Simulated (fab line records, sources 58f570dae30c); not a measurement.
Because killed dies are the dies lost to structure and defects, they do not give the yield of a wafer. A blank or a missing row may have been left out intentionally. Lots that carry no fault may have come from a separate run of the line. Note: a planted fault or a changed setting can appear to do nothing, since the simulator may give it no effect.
2 desks looking at one fault :: flow berkeleyCmos170 :: only its own numbers are on each desk; what lay behind them is given at the end

FROM THE METROLOGY DESK
Lot by lot, what the gauges showed, no matter which tool ran the lot: averages of those sampled wafers that carry a number. Marked OUT: a lot whose mean sits more than 4 standard deviations from the usual mean, which makes it out of limits; the brackets give that distance.
Columns: A = PWELL_OXIDE_THK at UCB170_PWELL_THK_MEAS_03, usual 26.4 nm; B = cdNm at UCB170_V2_CD_MEAS_90, usual 699.3 nm
lot: L540
first seen here: day 3 02:07
A: 26.1
B: 699.0

lot: L542
first seen here: day 3 07:33
A: 25.9
B: 701.3

lot: L543
first seen here: day 3 13:11
A: 25.8
B: 700.2

lot: L544
first seen here: day 3 13:11
A: 26.1
B: 700.8

lot: L545
first seen here: day 3 22:53
A: 26.7
B: 700.5

lot: L546
first seen here: day 4 03:14
A: 26.6
B: 698.0

lot: L547
first seen here: day 4 11:59
A: 26.5
B: 697.6

lot: L548
first seen here: day 4 11:59
A: 26.3
B: 698.0

lot: L552
first seen here: day 5 11:14
A: 26.3
B: 700.9

lot: L556
first seen here: day 6 10:28
A: 27.0
B: 697.2

lot: L559
first seen here: day 6 21:22
A: 25.9
B: 700.9

lot: L557
first seen here: day 6 21:23
A: 26.4
B: 699.6

lot: L561
first seen here: day 7 06:38
A: 26.3
B: 698.9

lot: L562
first seen here: day 7 13:17
A: 25.6
B: 699.0
This desk's verdict: no lot among the 14 shows anything out of limits.

TOOL OWNER'S DESK, rieMetal-01
The tool's own readings at UCB170_M1_METAL_ETCH_12 (etches Al in Cl2/BCl3, stops on PSG, target depth 780 nm, time 130 s): means of the sampled wafers that have a number, for each lot that ran on this tool. Marked OUT: a lot whose mean sits more than 4 standard deviations from the usual mean, which makes it out of limits; the brackets give that distance.
Columns: A = drypumpMotorCurrentA at UCB170_M1_METAL_ETCH_12, usual 5.4 A; B = oesProductAu at UCB170_M1_METAL_ETCH_12, usual 0.856 a.u.; C = throttleValvePct at UCB170_M1_METAL_ETCH_12, usual 24.25 %
lot: L542
first seen here: day 7 13:22
A: 6.0
B: 0.839
C: 24.63

lot: L543
first seen here: day 7 22:44
A: 5.8
B: 0.835
C: 24.49

lot: L545
first seen here: day 8 08:52
A: 5.8
B: 0.839
C: 24.49

lot: L547
first seen here: day 9 03:13
A: 5.8
B: 0.849
C: 24.49
This desk's verdict: no lot among the 4 shows anything out of limits.

PUT TOGETHER
Metrology desk: nothing out of limits seen.
Nothing out of limits was seen by the tool owner's desk.

WHAT WAS PUT IN BY THE SIMULATOR
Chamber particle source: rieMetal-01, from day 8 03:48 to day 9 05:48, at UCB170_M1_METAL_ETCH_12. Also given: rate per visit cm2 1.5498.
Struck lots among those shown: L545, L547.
